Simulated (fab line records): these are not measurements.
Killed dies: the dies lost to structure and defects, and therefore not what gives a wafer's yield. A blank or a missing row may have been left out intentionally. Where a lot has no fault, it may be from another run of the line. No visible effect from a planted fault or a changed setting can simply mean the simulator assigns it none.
A struck lot beside a sound one ; flow rit_cmos ; 43 out of 202 route steps
Sound: these wafers, L830.1, L830.2, L830.4. Struck: wafer L826.6 (L826.3, L826.4, from the same lot, were not struck and are left out); the cause is given at the end.
Order at every step that has rows: each side's tool, ch and its chambers, its first start. Under that, the readings that differ: sound wafers ; struck wafers ; difference of the means ; sigmas: that difference in standard deviations of wafers without a fault.
alike: a reading whose means differ by less than 2 such deviations, as well as words and numbers matching on both sides. not compared: withheld readings; readings where some wafer has no value; bounds like >300 that might hide an equal value; numbers whose values overlap and for which the record gives no deviation.
A row with sigmas, a row that says differs or no value, or rows on one side alone: a step with any of these is where the two part. Non-overlapping numbers with no deviation appear without sigmas and do not part them. Lack of a reading on every wafer of one side parts them only where that side has two or more wafers.

RIT_SDANNEAL_RTA_03: time 5 s.
  sound on rtp_anneal-01 ch 0, day 6 09:01; struck on rtp_anneal-01 ch 0, day 5 12:43
  alike: wafer_temp_C_max
RIT_SDANNEAL_RS_MEAS_04: a four-point-probe measurement.
  sound on film_metro-04, day 6 09:05; struck on film_metro-04, day 5 12:48
  alike: PSD_RS
RIT_SDANNEAL_RS_MEAS_05: a four-point-probe measurement.
  sound on film_metro-04, day 6 09:12; struck on film_metro-04, day 5 12:55
  alike: NSD_RS
RIT_SDANNEAL_RS_MEAS_06: a four-point-probe measurement.
  sound on film_metro-04, day 6 09:19; struck on film_metro-04, day 5 13:02
  alike: PLDD_RS
RIT_SDANNEAL_RS_MEAS_07: a four-point-probe measurement.
  sound on film_metro-04, day 6 09:26; struck on film_metro-04, day 5 13:10
  alike: NLDD_RS
then, 1 step without rows for these wafers: RIT_SILICIDE_WET_ETCH_00 (etches SiO2 in BOE, target depth 14 nm, time 15 s).
RIT_SILICIDE_SPUTTER_01: material Ti, target thk 30 nm, time 240 s.
  sound on pvd_sputter-02, day 6 09:35; struck on pvd_sputter-01, day 5 13:15
reading;sound;struck;difference;sigmas
substrate_temp_c (C);25.06 24.77 24.94;25.19;+0.27;+3
  alike: cathode_dc_power_W, throttle_valve_pct
RIT_SILICIDE_RS_MEAS_02: a four-point-probe measurement.
  sound on film_metro-03, day 6 09:44; struck on film_metro-01, day 5 13:26
  alike: SILICIDE_TI_RS
RIT_SILICIDE_THK_MEAS_03: measures by xrf.
  sound on film_metro-03, day 6 09:51; struck on film_metro-01, day 5 13:32
  alike: SILICIDE_TI_THK
RIT_SILICIDE_RTA_04: time 10 s, ramp up 5 s, ramp down 5 s.
  sound on rtp_anneal-02 ch 0, day 6 09:55; struck on rtp_anneal-02 ch 0, day 5 13:36
  alike: wafer_temp_C_max
then, 1 step without rows for these wafers: RIT_SILICIDE_WET_ETCH_05 (etches Ti in SPM, time 120 s).
RIT_SILICIDE_RTA_06: time 10 s, ramp up 5 s, ramp down 10 s.
  sound on rtp_anneal-01 ch 0, day 6 10:01; struck on rtp_anneal-01 ch 0, day 5 13:43
  alike: wafer_temp_C_max
RIT_CONTACT_CVD_00: deposits SiO2 from TEOS, target thk 400 nm, time 61 s.
  sound on pecvd-04 ch 0,1,2, day 6 10:05; struck on pecvd-03 ch 0, day 5 13:45
reading;sound;struck;difference;sigmas
rf_fwd_power_W (W);397.4 394.9 395.5;554.8;+158.9;+99 or more
model.SiO2_of_CONTACT_CVD_00.thk_nm (nm);390.1 396.9 403.1;454.2;+57.5;
  alike: heater_power_w
RIT_CONTACT_THK_MEAS_01:
  sound on film_metro-01, day 6 10:08; struck on film_metro-03, day 5 13:50
reading;sound;struck;difference;sigmas
CONTACT_TEOS_THK (nm);390 397 403;454;+57;+9
then, 6 steps without rows for these wafers: RIT_CONTACT_HMDS_02 (prime time 60 s); RIT_CONTACT_COAT_03 (resist thk 1000 nm); RIT_CONTACT_SOFTBAKE_04 (time 60 s); RIT_CONTACT_EXPOSE_05 (exposes mask M11, target cd 1000 nm); RIT_CONTACT_PEB_06; RIT_CONTACT_DEVELOP_07 (develop time 120 s).
RIT_CONTACT_CD_MEAS_08: the cd target is 1000 nm.
  sound on cd_sem-01, day 6 11:14; struck on cd_sem-01, day 5 15:07
  alike: cd_nm
RIT_CONTACT_OVL_MEAS_09:
  sound on overlay-01, day 6 11:22; struck on overlay-01, day 5 15:12
  alike: CONTACT_OVL
then, 1 step without rows for these wafers: RIT_CONTACT_HARDBAKE_10 (time 60 s).
RIT_CONTACT_ETCH_11: etches SiO2 in CHF3/CF4/Ar, stops on TiSi2, target depth 480 nm, time 320 s.
  sound on rie_diel-02 ch 0,2,3, day 6 11:33; struck on rie_diel-03 ch 0, day 5 15:23
reading;sound;struck;difference;sigmas
model.etch.depth_nm (nm);390.1 396.9 403.1;454.2;+57.5;
model.CONTACT.feature_depth_nm (nm);390.1 396.9 403.1;454.2;+57.5;
  alike: drypump_motor_current_A, oes_product_au, throttle_valve_pct
  not compared: rf_hours_counter_h
RIT_CONTACT_STRIP_12: strips in O2, time 180 s.
  sound on plasma_asher-04 ch 0,1, day 6 11:44; struck on plasma_asher-03 ch 0, day 5 15:38
  alike: drypump_motor_current_A
  not compared: rf_hours_counter_h
RIT_CONTACT_CD_MEAS_90: the cd target is 1000 nm.
  sound on cd_sem-01, day 6 11:55; struck on cd_sem-01, day 5 15:47
  alike: cd_nm
then, 3 steps without rows for these wafers: RIT_CONTACT_CLEAN_13 (cleans in SC1, time 600 s); RIT_CONTACT_CLEAN_14 (cleans in SC2, time 600 s); RIT_M1_SPUTTER_00 (material Al, target thk 400 nm, time 500 s).
RIT_M1_RS_MEAS_01: a four-point-probe measurement.
  sound on film_metro-04, day 6 12:42; struck on film_metro-03, day 5 16:34
  alike: M1_AL_RS
RIT_M1_THK_MEAS_02: measures by xrf.
  sound on film_metro-04, day 6 12:49; struck on film_metro-03, day 5 16:40
  alike: M1_AL_THK
then, 6 steps without rows for these wafers: RIT_M1_HMDS_03 (prime time 60 s); RIT_M1_COAT_04 (resist thk 1300 nm); RIT_M1_SOFTBAKE_05 (time 60 s); RIT_M1_EXPOSE_06 (exposes mask M12, target cd 2600 nm); RIT_M1_PEB_07; RIT_M1_DEVELOP_08 (develop time 68 s).
RIT_M1_CD_MEAS_09: the cd target is 2600 nm.
  sound on cd_sem-02, day 6 13:46; struck on cd_sem-02, day 5 17:38
  alike: cd_nm
RIT_M1_OVL_MEAS_10:
  sound on overlay-01, day 6 13:53; struck on overlay-01, day 5 17:43
  alike: M1_OVL
then, 1 step without rows for these wafers: RIT_M1_HARDBAKE_11 (time 120 s).
RIT_M1_METAL_ETCH_12: etches Al in Cl2/BCl3, stops on SiO2, time 165 s, target depth 600 nm.
  sound on rie_metal-03 ch 0,1, day 6 14:10; struck on rie_metal-01 ch 1, day 5 18:03
reading;sound;struck;difference;sigmas
model.SiO2_of_CONTACT_CVD_00.thk_nm (nm);354.1 359.8 367.3;419;+59;
  alike: drypump_motor_current_A, oes_product_au, throttle_valve_pct
  not compared: rf_hours_counter_h
then, 1 step without rows for these wafers: RIT_M1_STRIP_13 (strips in nmp, time 600 s).
RIT_M1_PROBE_99:
  sound on prober-01, day 6 16:25; struck on prober-02, day 5 20:31
reading;sound;struck;difference;sigmas
model.etest.field_p_metal.vt_v (V);-28.38 -29.28 -29.02;-34.1;-5.2;
model.etest.antenna_contact.vt_shift_v (V);-0.01037 -0.01136 -0.008227;-0.004336;+0.005650;

WHERE THEY PART
First at RIT_SILICIDE_SPUTTER_01; last, within this record, at RIT_CONTACT_THK_MEAS_01. Later steps at which nothing parts them and some readings are alike: RIT_CONTACT_CD_MEAS_08, RIT_CONTACT_OVL_MEAS_09, RIT_CONTACT_ETCH_11, RIT_CONTACT_STRIP_12, RIT_CONTACT_CD_MEAS_90, RIT_M1_RS_MEAS_01, RIT_M1_THK_MEAS_02, RIT_M1_CD_MEAS_09, RIT_M1_OVL_MEAS_10, RIT_M1_METAL_ETCH_12.

WHY: the cause the simulator had injected
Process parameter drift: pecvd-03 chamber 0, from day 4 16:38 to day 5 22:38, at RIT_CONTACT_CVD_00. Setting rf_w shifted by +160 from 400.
